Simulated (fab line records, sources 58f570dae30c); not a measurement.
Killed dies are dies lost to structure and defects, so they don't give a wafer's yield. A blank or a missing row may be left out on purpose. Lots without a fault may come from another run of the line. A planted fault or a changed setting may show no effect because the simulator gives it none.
Which tool did it? | flow berkeley_cmos170 | 14 lots, 42 wafers sampled, at 5 steps of a route of 331

WHAT THE GAUGES READ, wafer by wafer
UCB170_PWELL_TW_MEAS_17. Usual: PWELL_TW 377.2, standard deviation 2.1.
lot  | measured    | on            | PWELL_TW          | flag
L130 | day 3 09:04 | film_metro-04 | 378.1 377.4 376.2 |
L131 | day 3 10:46 | film_metro-02 | 376.4 374.8 377.0 |
L132 | day 3 16:46 | film_metro-02 | 374.3 374.9 375.2 |
L133 | day 3 20:32 | film_metro-04 | 378.3 377.7 379.6 |
L134 | day 3 21:04 | film_metro-02 | 374.8 377.7 375.3 |
L135 | day 4 03:23 | film_metro-04 | 377.7 375.7 376.8 |
L142 | day 5 20:56 | film_metro-04 | 387.8 388.0 388.8 | OFF
L143 | day 6 03:17 | film_metro-03 | 392.8 392.7 394.4 | OFF
L144 | day 6 07:56 | film_metro-03 | 381.0 380.3 376.1 |
L148 | day 6 22:59 | film_metro-03 | 380.1 380.5 381.4 |
L147 | day 6 23:07 | film_metro-04 | 376.6 376.2 376.2 |
L149 | day 7 07:10 | film_metro-03 | 379.8 378.4 379.3 |
L151 | day 7 16:28 | film_metro-02 | 377.6 377.2 378.7 |
L152 | day 7 22:02 | film_metro-02 | 376.8 375.0 375.2 |

UCB170_PSD_CD_MEAS_06: target cd 1200 nm. Usual: cd_nm 1200.5 nm, standard deviation 1.3.
lot  | measured     | on        | cd_nm (nm)           | flag
L130 | day 6 22:49  | cd_sem-01 | 1197.3 1198.6 1197.6 |
L131 | day 7 07:20  | cd_sem-02 | 1199.6 1199.5 1199.9 |
L132 | day 7 07:50  | cd_sem-02 | 1202.0 1202.2 1201.6 |
L133 | day 7 07:38  | cd_sem-01 | 1201.0 1202.3 1203.4 |
L134 | day 7 07:20  | cd_sem-01 | 1201.3 1202.1 1201.5 |
L135 | day 7 19:19  | cd_sem-01 | 1199.6 1199.8 1200.1 |
L142 | day 9 15:56  | cd_sem-02 | 1199.0 1201.0 1200.0 |
L143 | day 9 16:05  | cd_sem-02 | 1200.9 1201.5 1201.0 |
L144 | day 9 23:30  | cd_sem-01 | 1202.1 1202.8 1202.1 |
L148 | day 10 08:16 | cd_sem-02 | 1200.2 1200.8 1199.1 |
L147 | day 10 08:41 | cd_sem-02 | 1199.7 1200.0 1199.5 |
L149 | day 11 00:32 | cd_sem-02 | 1198.5 1199.2 1198.3 |
L151 | day 11 05:20 | cd_sem-02 | 1203.0 1200.9 1201.1 |
L152 | day 11 06:04 | cd_sem-02 | 1199.6 1200.5 1199.7 |

UCB170_NSD_OVL_MEAS_07. Usual: NSD_OVL 1 nm, standard deviation 4.9.
lot  | measured     | on         | NSD_OVL (nm) | flag
L130 | day 7 02:40  | overlay-01 | -4 5 -2      |
L131 | day 7 10:26  | overlay-02 | -4 -6 -1     |
L132 | day 7 10:55  | overlay-02 | 13 4 3       |
L133 | day 7 10:38  | overlay-01 | -1 -1 -1     |
L134 | day 7 10:16  | overlay-01 | 4 8 1        |
L135 | day 7 22:09  | overlay-01 | 10 6 0       |
L142 | day 9 17:47  | overlay-01 | 2 -2 8       |
L143 | day 9 18:20  | overlay-02 | -1 3 9       |
L144 | day 10 01:27 | overlay-02 | 5 1 6        |
L148 | day 10 10:05 | overlay-01 | -4 -4 -3     |
L147 | day 10 10:31 | overlay-01 | 0 1 5        |
L149 | day 11 03:38 | overlay-01 | -1 9 -4      |
L151 | day 11 08:17 | overlay-01 | 5 1 3        |
L152 | day 11 08:40 | overlay-01 | -1 -1 1      |

WHICH TOOL RAN EACH LOT (tool, then ch and the chambers of the sampled wafers, then the start)
lot  | UCB170_PWELL_IMPLANT_15        | UCB170_PFIELD_STRIP_08
L130 | implanter-02 ch 0, day 3 08:52 | plasma_asher-03 ch 0,1, day 4 17:24
L131 | implanter-01 ch 0, day 3 10:31 | plasma_asher-02 ch 0,1, day 4 21:32
L132 | implanter-04 ch 0, day 3 16:32 | plasma_asher-04 ch 0,1, day 5 01:59
L133 | implanter-04 ch 0, day 3 20:15 | plasma_asher-03 ch 0,1, day 5 01:43
L134 | implanter-02 ch 0, day 3 20:50 | plasma_asher-02 ch 0,1, day 5 01:10
L135 | implanter-01 ch 0, day 4 03:08 | plasma_asher-04 ch 0,1, day 5 09:44
L142 | implanter-02 ch 0, day 5 20:41 | plasma_asher-02 ch 0,1, day 7 03:12
L143 | implanter-02 ch 0, day 6 03:04 | plasma_asher-04 ch 0,1, day 7 08:07
L144 | implanter-01 ch 0, day 6 07:41 | plasma_asher-04 ch 0,1, day 7 15:47
L148 | implanter-04 ch 0, day 6 22:47 | plasma_asher-04 ch 0,1, day 8 03:27
L147 | implanter-04 ch 0, day 6 22:52 | plasma_asher-03 ch 0,1, day 8 03:33
L149 | implanter-01 ch 0, day 7 06:56 | plasma_asher-04 ch 0, day 8 18:08
L151 | implanter-04 ch 0, day 7 16:13 | plasma_asher-02 ch 0,1, day 9 02:42
L152 | implanter-04 ch 0, day 7 21:47 | plasma_asher-04 ch 0,1, day 9 02:26
- UCB170_PWELL_IMPLANT_15
- UCB170_PFIELD_STRIP_08: strips in O2.

WHAT THE TOOLS THEMSELVES READ (means of the sampled wafers that have a number; where no wafer has one, the mark that the record gives instead)
UCB170_PWELL_IMPLANT_15. Usual: dose_ions_cm2 5e+12, standard deviation 4.7e+09; faraday_current_uA 15.9, standard deviation 0.34.
lot  | tool         | dose_ions_cm2 | faraday_current_uA | flag
L130 | implanter-02 | 5e+12         | 16.0               |
L131 | implanter-01 | 5e+12         | 16.2               |
L132 | implanter-04 | 5e+12         | 15.5               |
L133 | implanter-04 | 5e+12         | 15.7               |
L134 | implanter-02 | 5e+12         | 15.8               |
L135 | implanter-01 | 5e+12         | 15.9               |
L142 | implanter-02 | 6e+12         | 17.9               | OFF
L143 | implanter-02 | 6e+12         | 17.9               | OFF
L144 | implanter-01 | 5e+12         | 15.9               |
L148 | implanter-04 | 5e+12         | 15.6               |
L147 | implanter-04 | 5e+12         | 15.8               |
L149 | implanter-01 | 5e+12         | 15.8               |
L151 | implanter-04 | 5e+12         | 15.8               |
L152 | implanter-04 | 5e+12         | 16.1               |

UCB170_PFIELD_STRIP_08. Usual: chamber_pressure_mTorr 3499.6 mTorr, standard deviation 2.8; drypump_motor_current_A 5.7 A, standard deviation 0.36; oes_product_au 0.734 a.u., standard deviation 0.0049; strip_time_to_endpoint_s 21.61 s, standard deviation 0.067.
lot  | tool            | chamber_pressure_mTorr (mTorr) | drypump_motor_current_A (A) | oes_product_au (a.u.) | strip_time_to_endpoint_s (s) | flag
L130 | plasma_asher-03 | 3498.1                         | 5.4                         | 0.732                 | 21.59                        |
L131 | plasma_asher-02 | 3501.3                         | 5.5                         | 0.734                 | 21.62                        |
L132 | plasma_asher-04 | 3499.1                         | 5.7                         | 0.733                 | 21.56                        |
L133 | plasma_asher-03 | 3500.2                         | 5.4                         | 0.733                 | 21.63                        |
L134 | plasma_asher-02 | 3502.4                         | 5.5                         | 0.737                 | 21.69                        |
L135 | plasma_asher-04 | 3499.6                         | 5.7                         | 0.738                 | 21.51                        |
L142 | plasma_asher-02 | 3498.9                         | 5.5                         | 0.736                 | 21.68                        |
L143 | plasma_asher-04 | 3497.7                         | 6.0                         | 0.729                 | 21.56                        |
L144 | plasma_asher-04 | 3498.7                         | 6.0                         | 0.738                 | 21.67                        |
L148 | plasma_asher-04 | 3497.2                         | 6.0                         | 0.731                 | 21.55                        |
L147 | plasma_asher-03 | 3501.0                         | 5.4                         | 0.738                 | 21.64                        |
L149 | plasma_asher-04 | 3501.0                         | 6.2                         | 0.733                 | 21.50                        |
L151 | plasma_asher-02 | 3502.5                         | 5.6                         | 0.730                 | 21.59                        |
L152 | plasma_asher-04 | 3496.6                         | 5.7                         | 0.729                 | 21.69                        |

THE ANSWER, worked out from the rows above alone
Rule: a lot is off if the mean of its wafers that have a number lies more than 3 standard deviations from the usual mean. A lot without any number at a reading at which 4 lots or more have one is off too. The other lots that the step has rows for count as sound. The gauges are gone through in route order, then the tools' own readings, and for those a lot's mean is taken as printed above. The first step at which some lot is off is used, and at that step the reading that is off furthest; a lot without a number counts as furthest.
Off: L142, L143, at UCB170_PWELL_TW_MEAS_17 (PWELL_TW).
A tool fits if, at a process step before that reading, it ran every lot that is off, and no sound lot after the first of them. The gauges at UCB170_PWELL_TW_MEAS_17 aren't tried: what is off there is off at UCB170_PWELL_IMPLANT_15 too, on other tools, and a gauge's error can't cause that. One fits: implanter-02 at UCB170_PWELL_IMPLANT_15. Its last sound lot is L134 (day 3 20:50), its first lot that is off L142 (day 5 20:41): a fault that began between those two fits.
The tool's own readings at UCB170_PWELL_IMPLANT_15 bear it out: on the lots that are off they differ by more than 5 times the standard deviation of the sound lots' means. dose_ions_cm2 reads 6e+12 there against 5e+12 on the sound lots; faraday_current_uA reads 17.9 there against 15.8 on the sound lots.

WHAT THE SIMULATOR HAD PUT IN
Process parameter drift: implanter-02, from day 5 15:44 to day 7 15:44, at UCB170_PWELL_IMPLANT_15. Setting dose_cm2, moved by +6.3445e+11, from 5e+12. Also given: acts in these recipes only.
Lots struck among those shown: L142, L143. The rule above found the same.
